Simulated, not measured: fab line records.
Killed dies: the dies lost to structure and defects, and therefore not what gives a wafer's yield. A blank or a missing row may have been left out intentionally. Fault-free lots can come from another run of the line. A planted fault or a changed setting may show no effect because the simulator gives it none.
Split-lot study + flow berkeley-cmos170 + on a route of 331 steps: 5 lots, 23 wafers read

## ON THE SPLIT
At UCB170_V1_CVD_00 (deposits SiO2 from TEOS/O2, target thk 2000 nm, time 250 s), the setting time-s was moved away from the recipe's 250 s on 6 of the 23 wafers read, by -14.7% to -3.9%. For the rest of the wafers, this setting stayed at what the recipe calls for.

The file shows no step between the split and the reading.

## THE READING
At UCB170_V1_THK_MEAS_01: V1_TEOS_THK, given in nm. On this fab line, fault-free wafers typically give 1987 nm with a standard deviation of 23 nm.

| wafer  | tool, chamber at the split | time-s as run, s | against the recipe | V1_TEOS_THK, nm | against lot-mates on the recipe |
|--------|----------------------------|------------------|--------------------|-----------------|---------------------------------|
| L075.1 | pecvd-02, 0                | 250              | recipe             | 1993            | -                               |
| L075.2 | pecvd-02, 1                | 250              | recipe             | 2004            | -                               |
| L075.3 | pecvd-02, 2                | 250              | recipe             | 1960            | -                               |
| L078.1 | pecvd-04, 1                | 250              | recipe             | 1950            | -                               |
| L078.3 | pecvd-04, 2                | 250              | recipe             | 1992            | -                               |
| L078.4 | pecvd-04, 0,2              | 250              | recipe             | 2021            | -                               |
| L078.5 | pecvd-04, 0,2              | 250              | recipe             | 2029            | -                               |
| L078.6 | pecvd-04, 1                | 250              | recipe             | 1989            | -                               |
| L079.1 | pecvd-04, 2,0,1            | 250              | recipe             | 1977            | -                               |
| L079.2 | pecvd-04, 0                | 250              | recipe             | 1971            | -                               |
| L079.3 | pecvd-04, 1                | 250              | recipe             | 1945            | -                               |
| L079.5 | pecvd-04, 2,0,1            | 250              | recipe             | 1990            | -                               |
| L079.6 | pecvd-04, 2,0,1            | 250              | recipe             | 1983            | -                               |
| L081.1 | pecvd-01, 0                | 240.2            | -3.9%              | 1879            | -102                            |
| L081.2 | pecvd-01, 1                | 240.2            | -3.9%              | 1866            | -115                            |
| L081.3 | pecvd-01, 2                | 250              | recipe             | 1974            | -                               |
| L081.4 | pecvd-01, 0                | 250              | recipe             | 1988            | -                               |
| L081.5 | pecvd-01, 1                | 240.2            | -3.9%              | 1903            | -78                             |
| L085.1 | pecvd-02, 2                | 213.3            | -14.7%             | 1694            | -288                            |
| L085.3 | pecvd-02, 1                | 250              | recipe             | 1979            | -                               |
| L085.4 | pecvd-02, 1                | 213.3            | -14.7%             | 1733            | -248                            |
| L085.5 | pecvd-02, 2                | 213.3            | -14.7%             | 1703            | -278                            |
| L085.6 | pecvd-02, 0                | 250              | recipe             | 1984            | -                               |
When a row names more than one chamber, that row covers several wafers, and the file does not tell which wafer ran in which chamber.

FIT RESULTS
A straight line over all 23 wafers: V1_TEOS_THK changes by +18.9 nm for each +1% of time-s; r = +0.97; the points scatter about the line by 23 nm.
The same after taking each lot's own level away (the mean of its wafers on the recipe; 23 wafers): +18.7 nm for each +1%; r = +0.98; scatter 21 nm.
The reading moves by 2.7e+02 nm for the largest change in time-s, on that fit.
From 1973.2 to 1996.2 nm: that is the span of the lots' own levels, equal to 1.0 times the standard deviation above.
The two slopes are in agreement: the lot-to-lot level therefore moves the slope only a little.
Check: with one of the wafers moved furthest among these (-14.7%) left out of the fit, the line predicts -273 nm for it against its lot-mates. It came out at -288 nm against them.

## THE OTHER SPLITS THESE WAFERS WENT THROUGH
Before the reading, these wafers also passed through other splits. Each is held against what the fit with the lots' levels taken away leaves over:
| other split on the same wafers | wafers away from the commonest value | r with V1_TEOS_THK (lot level and that fit taken away) |
|--------------------------------|--------------------------------------|--------------------------------------------------------|
| UCB170_M1_SPUTTER_00 power-w   | 6                                    | +0.22                                                  |

## THE WHOLE CHAIN: every reading that the file lists as answering this split, in the file's order
| step                  | what it does                                               | reading                                                                   | change (the file's fit)              | r (the file's) |
|-----------------------|------------------------------------------------------------|---------------------------------------------------------------------------|--------------------------------------|----------------|
| UCB170_V1_CVD_00      | deposits SiO2 from TEOS/O2, target thk 2000 nm, time 250 s | SiO2_of_V1_CVD_00.thk-nm (the simulator's own value, which no gauge read) | +19.3 nm for each +1% of the setting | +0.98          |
| UCB170_V1_THK_MEAS_01 |                                                            | V1_TEOS_THK                                                               | +18.9 for each +1% of the setting    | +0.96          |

## FILE'S OWN FIT
V1_TEOS_THK changes by +18.9 nm for each +1% of time-s, r = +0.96.
